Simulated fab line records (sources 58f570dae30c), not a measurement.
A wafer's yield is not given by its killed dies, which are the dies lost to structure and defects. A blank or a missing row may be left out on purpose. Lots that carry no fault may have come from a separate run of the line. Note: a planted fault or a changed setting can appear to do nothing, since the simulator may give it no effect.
8D (eight disciplines) problem report, filled in by code    flow berkeleyCmos170    the parts of the form that need people (team, actions taken, sign-off) are left out

## 1. WHAT IS WRONG
Mean of beamEnergyKeV at UCB170_PWELL_IMPLANT_15: 66.861 across 6 wafers in 2 lots; on wafers with no fault it is 60.001 (standard deviation 0.02). So: +99 or more standard deviations from the usual mean.
Seen first at day 6 22:24 on implanter-03, wafer L820.1. At this step, 42 wafers from 14 lots have a number in the record. Rule for "out" (also "out of limits"): further than 4 standard deviations from the usual mean. The other wafers with a number count as sound.

## 2. WHAT IT IS, AND WHAT IT ISN'T
question                     is                      is not
which readings at this step  beamEnergyKeV           -
which lots                   L820, L821              L803, L804, L806, L807, L808, L809, L810, L811, L812, L816, L824, L825
which wafers of those lots   all that have a number  -
read on which tools          implanter-03            implanter-01, implanter-02
when                         from day 6 22:24        up to then (30 sound wafers); but 6 sound wafers of L824, L825 came after

## 3. SUSPECTS, AND WHAT RULES EACH OUT
Counting: a tool at a process step up to the reading stays a suspect if it ran every lot that is out and no sound lot after the first of them.
- implanter-03 at UCB170_PWELL_IMPLANT_15: kept. It processed each lot that is out, first L820 at day 6 22:24, and no sound lot thereafter; up to then, the last sound lot it processed was L816 at day 6 08:25. On those wafers its own readings are out: beamEnergyKeV.
Remaining after the count: implanter-03 at UCB170_PWELL_IMPLANT_15.

## 4. THE CAUSE (what the simulator had put in)
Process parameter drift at UCB170_PWELL_IMPLANT_15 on implanter-03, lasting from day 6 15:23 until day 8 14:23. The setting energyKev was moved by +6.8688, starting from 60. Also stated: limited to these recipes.
Counting left only this tool.

## 5. THE CHAIN OF EFFECTS, in route order
Each row: a reading where the mean over the struck wafers with a number is more than 3 standard deviations away from the usual. Scope: only readings with a usual standard deviation given in the record; hours: median across lots of the time from each lot's start at the first step in this table that gives one to its start at this step; sigmas: change in usual standard deviations.
hours  step                     reading        usual   on struck wafers  change  sigmas
0      UCB170_PWELL_IMPLANT_15  beamEnergyKeV  60.001  66.861            +6.860  +99 or more
Its process steps:
- UCB170_PWELL_IMPLANT_15
Later measuring or inspecting steps at which every struck wafer that the step has a row for has a number for every such reading, and none has moved that far: UCB170_PLDD_CD_MEAS_06, UCB170_NSD_OVL_MEAS_07, UCB170_CONTACT_OVL_MEAS_16.

## 6. WHAT WOULD HAVE CAUGHT IT SOONER
7 hours passed between the start of the fault at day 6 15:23 and the first reading out of limits in this record, taken at day 6 22:24.
